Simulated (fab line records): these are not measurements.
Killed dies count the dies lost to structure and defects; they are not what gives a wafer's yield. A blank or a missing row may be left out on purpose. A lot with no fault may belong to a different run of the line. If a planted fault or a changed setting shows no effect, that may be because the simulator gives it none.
Struck lot and sound lot, side by side || flow rit-cmos || 15 out of 202 route steps
Sound: the wafers L845.2, L845.4, L845.5. Wafers struck: L853.2, L853.3, L853.5. At the end, the cause is stated.
For every step that has rows: the tool of each side, followed by ch and its chambers, followed by its first start. Under that, the readings that differ: sound wafers || struck wafers || difference of the means || sigmas: that difference in standard deviations of wafers without a fault.
alike: readings whose means differ by less than 2 such deviations, and words and numbers that are the same on both sides. not compared: withheld readings, readings that some wafer has no value for, bounds like >300 that may hide the same value, and numbers for which the record gives no deviation and whose values overlap.
A row with sigmas, a row that says differs or no value, or rows on one side alone: a step with any of these is where the two part. Non-overlapping numbers with no deviation appear without sigmas and do not part them. Lack of a reading on every wafer of one side parts them only where that side has two or more wafers.

first, 5 steps without rows for these wafers: RIT_NSD_COAT_01 (resist thk 1000 nm); RIT_NSD_SOFTBAKE_02 (time 60 s); RIT_NSD_EXPOSE_03 (exposes mask M9, target cd 40700 nm); RIT_NSD_PEB_04; RIT_NSD_DEVELOP_05 (develop time 50 s).
RIT_NSD_OVL_MEAS_06:
  sound on overlay-02, day 4 06:41; struck on overlay-02, day 5 21:30
  alike: NSD_OVL
then, 2 steps without rows for these wafers: RIT_NSD_HARDBAKE_07 (time 60 s); RIT_NSD_IMPLANT_08.
RIT_NSD_STRIP_09: strips in O2, time 180 s.
  sound on plasma-asher-03 ch 0,1, day 4 07:01; struck on plasma-asher-03 ch 0,1, day 5 21:50
  alike: drypump-motor-current-A
  not compared: rf-hours-counter-h
RIT_NSD_TW_MEAS_10:
  sound on film-metro-03, day 4 07:13; struck on film-metro-03, day 5 22:01
  alike: NSD_TW
then, 2 steps without rows for these wafers: RIT_PSD_HMDS_00 (prime time 60 s); RIT_PSD_COAT_01 (resist thk 1005 nm).
RIT_PSD_SOFTBAKE_02: time 60 s.
  sound on litho-track-01 ch 0, day 4 07:35; struck on litho-track-02 ch 0, day 5 22:23
{"reading": "heater-power-total-W (W)", "sound": "34.60 34.51 34.57", "struck": "36.56 36.63 36.51", "difference": "+2.01", "sigmas": "+39"}
{"reading": "run-length-s (s)", "sound": "89.18 89.27 89.33", "struck": "78.72 79.00 78.73", "difference": -10.44, "sigmas": -87}
  alike: chill-plate-temp-C, exhaust-pa
then, 1 step without rows for these wafers: RIT_PSD_EXPOSE_03 (exposes mask M10, target cd 40900 nm).
RIT_M1_PROBE_99:
  sound on prober-02, day 4 17:46; struck on prober-01, day 6 07:40
  alike: killed-at-contacts, killed-at-front-end, killed-dies, killed-on-rim, killed-open, killed-short

WHERE THEY PART
RIT_PSD_SOFTBAKE_02 only, going by this record. Later steps at which nothing parts them and some readings are alike: RIT_M1_PROBE_99.

WHY: what the simulator had put in
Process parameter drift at RIT_PSD_SOFTBAKE_02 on litho-track-02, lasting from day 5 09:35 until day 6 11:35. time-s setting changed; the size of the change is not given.
